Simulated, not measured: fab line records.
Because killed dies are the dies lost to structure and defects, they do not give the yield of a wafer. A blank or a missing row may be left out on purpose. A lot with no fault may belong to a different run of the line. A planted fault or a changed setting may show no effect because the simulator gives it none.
Which of the tools did it? | flow rit cmos | Sampling: 14 lots, 42 wafers, 2 of 202 route steps

== WHAT THE GAUGES SHOWED, per wafer ==
No reading from a measuring or inspecting step in the record can be judged against a usual standard deviation.

== WHICH TOOL RAN EACH LOT (tool, then ch and the chambers of the sampled wafers, then the start) ==
lot  | RIT_M1_ANNEAL_15             | RIT_M1_PROBE_99
L154 | furnace-02 ch 0, day 3 10:34 | prober-01, day 3 12:11
L155 | furnace-02 ch 0, day 3 19:25 | prober-02, day 3 21:02
L156 | furnace-02 ch 0, day 3 23:32 | prober-01, day 4 01:12
L157 | furnace-02 ch 0, day 4 05:05 | prober-02, day 4 06:42
L158 | furnace-02 ch 0, day 4 07:31 | prober-01, day 4 09:08
L159 | furnace-02 ch 0, day 4 12:55 | prober-02, day 4 14:32
L160 | furnace-02 ch 0, day 4 19:25 | prober-01, day 4 21:02
L161 | furnace-02 ch 0, day 6 05:41 | prober-01, day 6 07:18
L162 | furnace-02 ch 0, day 6 05:41 | prober-01, day 6 07:39
L163 | furnace-02 ch 0, day 6 05:41 | prober-01, day 6 08:12
L169 | furnace-02 ch 0, day 6 16:41 | prober-01, day 6 18:19
L171 | furnace-02 ch 0, day 7 01:14 | prober-01, day 7 03:00
L172 | furnace-02 ch 0, day 7 04:34 | prober-01, day 7 06:17
L173 | furnace-02 ch 0, day 7 11:58 | prober-02, day 7 13:35
- RIT_M1_ANNEAL_15: time 1800 s.
- RIT_M1_PROBE_99

== AS READ BY THE TOOLS THEMSELVES (means over the sampled wafers that have a number; for cases with no such wafer, the mark the record gives instead) ==
RIT_M1_ANNEAL_15. Usual: spike tc centre C 451.8 C, standard deviation 0.97; spike tc load C 465.8 C, standard deviation 0.91; spike tc source C 474.4 C, standard deviation 1.1; tube center temp C 450 C, standard deviation 0.039; tube_center_temp_C_max 451.17, standard deviation 0.19; zone power centre pct 21.10 %, standard deviation 0.22; zone power load pct 6.40 %, standard deviation 0.06; zone power source pct 8.19 %, standard deviation 0.078.
lot  | tool       | spike tc centre C (C) | spike tc load C (C) | spike tc source C (C) | tube center temp C (C) | tube_center_temp_C_max | zone power centre pct (%) | zone power load pct (%) | zone power source pct (%) | flag
L154 | furnace-02 | 451.2                 | 466.2               | 473.6                 | 450                    | 451.18                 | 21.18                     | 6.42                    | 8.18                      |
L155 | furnace-02 | 451.6                 | 465.6               | 475.4                 | 450                    | 451.24                 | 20.94                     | 6.45                    | 8.18                      |
L156 | furnace-02 | 451.4                 | 465.6               | 474.7                 | 450                    | 451.12                 | 21.23                     | 6.47                    | 8.09                      |
L157 | furnace-02 | 451.5                 | 465.4               | 475.0                 | 450                    | 451.01                 | 21.11                     | 6.41                    | 8.19                      |
L158 | furnace-02 | 452.7                 | 466.0               | 474.9                 | 450                    | 451.06                 | 21.27                     | 6.36                    | 8.19                      |
L159 | furnace-02 | 451.4                 | 464.8               | 474.3                 | 450                    | 451.14                 | 21.16                     | 6.36                    | 8.17                      |
L160 | furnace-02 | 452.6                 | 465.4               | 474.0                 | 450                    | 451.17                 | 21.01                     | 6.37                    | 8.24                      |
L161 | furnace-02 | 451.1                 | 465.4               | 474.2                 | 450                    | 451.15                 | 20.97                     | 6.48                    | 8.18                      |
L162 | furnace-02 | 451.2                 | 466.1               | 474.2                 | 450                    | 451.28                 | 21.10                     | 6.40                    | 8.17                      |
L163 | furnace-02 | 451.6                 | 465.5               | 474.1                 | 450                    | 451.14                 | 21.00                     | 6.38                    | 8.26                      |
L169 | furnace-02 | 451.6                 | 465.5               | 474.9                 | 450                    | 451.13                 | 21.33                     | 6.39                    | 8.16                      |
L171 | furnace-02 | 341.5                 | 354.3               | 363.2                 | 340                    | 341.06                 | 15.58                     | 4.21                    | 5.32                      | OFF
L172 | furnace-02 | 340.8                 | 354.2               | 363.3                 | 340                    | 341.15                 | 15.49                     | 4.15                    | 5.40                      | OFF
L173 | furnace-02 | 342.1                 | 354.9               | 361.9                 | 340                    | 341.17                 | 15.51                     | 4.20                    | 5.37                      | OFF

RIT_M1_PROBE_99. Usual: defect limited yield 97.4 %, standard deviation 1; killed at contacts 0.1, standard deviation 0.25; killed at front end 6.8, standard deviation 2.7; killed dies 6.8, standard deviation 2.7; killed open 3.4, standard deviation 1.8; killed short 3.5, standard deviation 1.7; sort_bin_3_pad_short 0.1 %, standard deviation 0.23; sort_bin_5_function 1.5 %, standard deviation 0.67; sort_bin_6_memory 1.0 %, standard deviation 0.67; sort n pass 257.2, standard deviation 2.7; sort yield pct 97.4 %, standard deviation 1.
lot  | tool      | defect limited yield (%) | killed at contacts | killed at front end | killed dies | killed open | killed short | sort_bin_3_pad_short (%) | sort_bin_5_function (%) | sort_bin_6_memory (%) | sort n pass | sort yield pct (%) | flag
L154 | prober-01 | 98.4                     | 0.0                | 4.3                 | 4.3         | 2.7         | 1.7          | 0.1                      | 1.0                     | 0.5                   | 259.7       | 98.4               |
L155 | prober-02 | 96.8                     | 0.7                | 7.7                 | 8.3         | 4.3         | 4.0          | 0.5                      | 1.5                     | 1.1                   | 255.7       | 96.8               |
L156 | prober-01 | 97.1                     | 0.3                | 7.3                 | 7.7         | 4.7         | 3.0          | 0.3                      | 1.9                     | 0.8                   | 256.3       | 97.1               |
L157 | prober-02 | 97.3                     | 0.0                | 7.0                 | 7.0         | 3.0         | 4.0          | 0.1                      | 1.4                     | 1.1                   | 257.0       | 97.3               |
L158 | prober-01 | 97.4                     | 0.0                | 7.0                 | 7.0         | 3.3         | 3.7          | 0.1                      | 1.4                     | 1.2                   | 257.0       | 97.4               |
L159 | prober-02 | 95.7                     | 0.0                | 11.3                | 11.3        | 5.7         | 5.7          | 0.3                      | 1.6                     | 2.4                   | 252.7       | 95.7               |
L160 | prober-01 | 97.9                     | 0.0                | 5.7                 | 5.7         | 3.0         | 2.7          | 0.3                      | 1.3                     | 0.6                   | 258.3       | 97.9               |
L161 | prober-01 | 98.0                     | 0.0                | 5.3                 | 5.3         | 2.3         | 3.0          | 0.0                      | 1.5                     | 0.5                   | 258.7       | 98.0               |
L162 | prober-01 | 97.8                     | 0.0                | 5.7                 | 5.7         | 2.7         | 3.0          | 0.0                      | 1.0                     | 1.1                   | 258.3       | 97.8               |
L163 | prober-01 | 97.2                     | 0.3                | 7.0                 | 7.3         | 4.0         | 3.3          | 0.4                      | 1.3                     | 1.1                   | 256.7       | 97.2               |
L169 | prober-01 | 97.3                     | 0.0                | 7.0                 | 7.0         | 3.0         | 4.0          | 0.1                      | 1.2                     | 1.4                   | 257.0       | 97.3               |
L171 | prober-01 | 98.2                     | 0.0                | 4.7                 | 4.7         | 2.0         | 2.7          | 0.0                      | 1.0                     | 0.8                   | 259.3       | 98.2               |
L172 | prober-01 | 97.2                     | 0.0                | 7.3                 | 7.3         | 4.0         | 3.3          | 0.0                      | 1.5                     | 1.3                   | 256.7       | 97.2               |
L173 | prober-02 | 96.6                     | 0.3                | 8.7                 | 9.0         | 4.7         | 4.3          | 0.0                      | 2.2                     | 1.3                   | 255.0       | 96.6               |

== THE ANSWER, worked out from the rows above alone ==
Rule: a lot counts as off when the mean over its wafers that have a number is more than 3 standard deviations away from the usual mean. Also off: a lot with no number at a reading for which 4 or more lots have one. Where the step has rows for the other lots, those lots are counted as sound. First the gauges in route order, then the tools' own readings, where a lot's mean is used as printed above. At the first step where some lot is off, the reading lying furthest off is the one used; lots without a number count as furthest.
Off, at RIT_M1_ANNEAL_15 on tube center temp C: L171, L172, L173.
A tool fits if, at that step or a process step before it, it ran every lot that is off, and no sound lot after the first of them. One candidate fits, namely furnace-02 at RIT_M1_ANNEAL_15. Its last sound lot is L169 (day 6 16:41), its first lot that is off L171 (day 7 01:14): a fault that began between those two fits.
The tool's own readings at RIT_M1_ANNEAL_15 bear it out: on the lots that are off they differ by more than 5 times the standard deviation of the sound lots' means. spike tc centre C reads 341.5 C there against 451.6 C on the sound lots; spike tc load C reads 354.5 C there against 465.6 C on the sound lots; spike tc source C reads 362.8 C there against 474.5 C on the sound lots; tube center temp C reads 340 C there against 450 C on the sound lots; tube_center_temp_C_max reads 341.13 there against 451.15 on the sound lots; zone power centre pct reads 15.53 % there against 21.12 % on the sound lots; zone power load pct reads 4.19 % there against 6.41 % on the sound lots; zone power source pct reads 5.36 % there against 8.18 % on the sound lots.

== WHAT THE SIMULATOR HAD PUT IN ==
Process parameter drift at RIT_M1_ANNEAL_15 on furnace-02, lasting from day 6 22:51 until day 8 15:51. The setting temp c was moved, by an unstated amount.
Shown lots that were struck: L171, L172, L173. The rule above found the same.
